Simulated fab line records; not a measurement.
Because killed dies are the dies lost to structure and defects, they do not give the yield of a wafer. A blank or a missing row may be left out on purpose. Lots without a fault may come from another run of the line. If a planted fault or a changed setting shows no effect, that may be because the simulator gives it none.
fab line records	flow berkeley-cmos170
[record] lots = 16	wafers = 48	last-day = 12
route steps=331 shown PFIELD@86
lots with no fault: from the same line, run without faults
start-h: hours from the record's opening day to when the first of the lot's shown wafers began	wait-h: hours from the lot's prior step to this one	" identical to the entry in the row above	L1.1+2: one row covering several wafers at once	- no value present, or no start provided	* or withheld: withheld	< > ~ a bound
route shown NAME@n: a module of which the file shows steps, and the number in the route of the first	usual: mean/standard deviation of fault-free wafers	same: alike in all rows	chamber/n: place in a boat	sites: each site's reading	_std_site: standard deviation of those values	_edge_site: mean of outer sites minus mean of inner sites	radius-mm: how far each site lies from the wafer's centre	mask NAME#n: copy n	behind: tool/chamber where the wafer was last shaped	hold: why the lot went on hold/how many hours it stayed there/how the hold came to an end	device: whichever transistor did not switch (one of n, p or np)	end of line: tests run on the same wafers once the route is complete	step lacking rows: just its recipe	killed: not the wafer's yield, but the dies lost to structure and defects at the first sort	map: shows each die of a wafer: x if killed, . if not, _ if none is there
set.NAME: the setting that was run; set.NAME@STEP: the one run at that earlier step	model.NAME: the simulator's own value behind a step, which no gauge read
route steps across a sampled set of lots; one table per step, one row per wafer
services: a tool's chamber out of use, with start hour (start-h, from the record's first day; less than 0 if before it), hours out, and reason
[[steps]]
[step UCB170_PFIELD_IMPLANT_07]
[recipe] species = B	dose-cm2 = 2e+13	energy-kev = 80	tilt-deg = 7
[usual] beam-energy-keV = 79.997/0.024	implant-ion-amu = 11/0
lot.wafer	tool	chamber	start-h	wait-h	beam-energy-keV	implant-ion-amu
L844.1	implanter-03	0	95.03	0.0	80.026	11
L844.5	"	0	"	"	80.010	11
L844.6	"	0	"	"	80.002	11
L845.3	implanter-03	0	103.72	0.1	80.010	11
L845.4	"	0	"	"	79.992	11
L845.6	"	0	"	"	80.009	11
L846.1	implanter-01	0	109.01	0.0	80.030	11
L846.5	"	0	"	"	79.989	11
L846.6	"	0	"	"	80.000	11
L847.1	implanter-03	0	109.12	0.0	80.009	11
L847.2	"	0	"	"	80.022	11
L847.6	"	0	"	"	79.964	11
L850.1	implanter-01	0	116.51	0.0	80.003	11
L850.2	"	0	"	"	79.990	11
L850.3	"	0	"	"	79.994	11
L848.1	implanter-03	0	116.79	0.0	80.000	11
L848.2	"	0	"	"	80.003	11
L848.6	"	0	"	"	80.006	11
L849.4	implanter-01	0	117.14	0.1	79.969	11
L849.5	"	0	"	"	79.937	11
L849.6	"	0	"	"	80.026	11
L852.1	implanter-04	0	140.08	0.0	80.010	11
L852.3	"	0	"	"	79.981	11
L852.6	"	0	"	"	79.985	11
L851.3	implanter-01	0	140.37	0.1	79.944	11
L851.4	"	0	"	"	79.936	11
L851.6	"	0	"	"	80.000	11
L853.1	implanter-01	0	149.93	0.0	79.970	11
L853.3	"	0	"	"	79.991	11
L853.5	"	0	"	"	79.985	11
L854.2	implanter-03	0	150.16	0.0	79.969	11
L854.3	"	0	"	"	79.966	11
L854.5	"	0	"	"	79.991	11
L855.2	implanter-01	0	150.40	0.0	80.017	11
L855.4	"	0	"	"	79.986	11
L855.5	"	0	"	"	80.006	11
L856.2	implanter-03	0	160.26	0.0	79.997	49
L856.3	"	0	"	"	80.015	49
L856.5	"	0	"	"	80.004	49
L857.2	implanter-04	0	160.26	0.0	79.982	49
L857.3	"	0	"	"	79.968	49
L857.6	"	0	"	"	80.005	49
L858.2	implanter-04	0	174.92	0.0	79.951	49
L858.3	"	0	"	"	79.988	49
L858.4	"	0	"	"	79.970	49
L859.3	implanter-03	0	183.55	0.1	80.008	49
L859.5	"	0	"	"	80.009	49
L859.6	"	0	"	"	79.990	49
[step UCB170_PFIELD_TW_MEAS_09]
[usual] PFIELD_TW = 604/5.8
lot.wafer	tool	chamber	start-h	wait-h	PFIELD_TW
L844.1	film-metro-03	-	95.28	0.1	600
L844.5	"	-	"	"	598
L844.6	"	-	"	"	600
L845.3	film-metro-01	-	103.94	0.1	611
L845.4	"	-	"	"	610
L845.6	"	-	"	"	610
L846.1	film-metro-04	-	109.26	0.1	601
L846.5	"	-	"	"	605
L846.6	"	-	"	"	605
L847.1	film-metro-04	-	109.37	0.1	602
L847.2	"	-	"	"	605
L847.6	"	-	"	"	608
L850.1	film-metro-03	-	116.76	0.1	597
L850.2	"	-	"	"	596
L850.3	"	-	"	"	597
L848.1	film-metro-04	-	117.04	0.1	601
L848.2	"	-	"	"	604
L848.6	"	-	"	"	604
L849.4	film-metro-01	-	117.34	0.1	611
L849.5	"	-	"	"	609
L849.6	"	-	"	"	609
L852.1	film-metro-01	-	140.33	0.1	612
L852.3	"	-	"	"	613
L852.6	"	-	"	"	614
L851.3	film-metro-04	-	140.59	0.1	596
L851.4	"	-	"	"	596
L851.6	"	-	"	"	599
L853.1	film-metro-04	-	150.18	0.1	597
L853.3	"	-	"	"	597
L853.5	"	-	"	"	596
L854.2	film-metro-01	-	150.39	0.1	610
L854.3	"	-	"	"	611
L854.5	"	-	"	"	610
L855.2	film-metro-01	-	150.64	0.1	609
L855.4	"	-	"	"	609
L855.5	"	-	"	"	613
L856.2	film-metro-01	-	160.49	0.1	1096
L856.3	"	-	"	"	1082
L856.5	"	-	"	"	1083
L857.2	film-metro-04	-	160.50	0.1	1069
L857.3	"	-	"	"	1063
L857.6	"	-	"	"	1064
L858.2	film-metro-04	-	175.17	0.1	1073
L858.3	"	-	"	"	1080
L858.4	"	-	"	"	1080
L859.3	film-metro-01	-	183.77	0.1	1080
L859.5	"	-	"	"	1082
L859.6	"	-	"	"	1081
[[services]]
tool	chamber	start-h	hours	kind
implanter-04	-	83.00	2.6	pm
implanter-01	-	89.94	5.9	repair
[[key]]
[first-sign] step = UCB170_PFIELD_IMPLANT_07	reading = implant-ion-amu	direction = up	sigmas = 99+	usual = 11	struck = 49
[effect] step = UCB170_PFIELD_TW_MEAS_09	reading = PFIELD_TW	direction = up	sigmas = 82	usual = 604	struck = 1078
met-at UCB170_PFIELD_IMPLANT_07
struck-lots L856,L857,L858,L859
tester-left-out L856,L857,L858,L859
onset-between 150.40 160.26
[fault] kind = wrong-recipe-download	tool = implanter-01,implanter-03,implanter-04	chamber = -	onset-h = 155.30	steps = UCB170_PFIELD_IMPLANT_07	wrong-recipe.not-listed = 1
// tester-left-out: of these lots the tester's yield and bins aren't shown, on N5 and GAA mostly nor the transistor test; their killed dies are dies lost to structure and defects alone, not to doping, threshold or leakage, so they don't give the yield
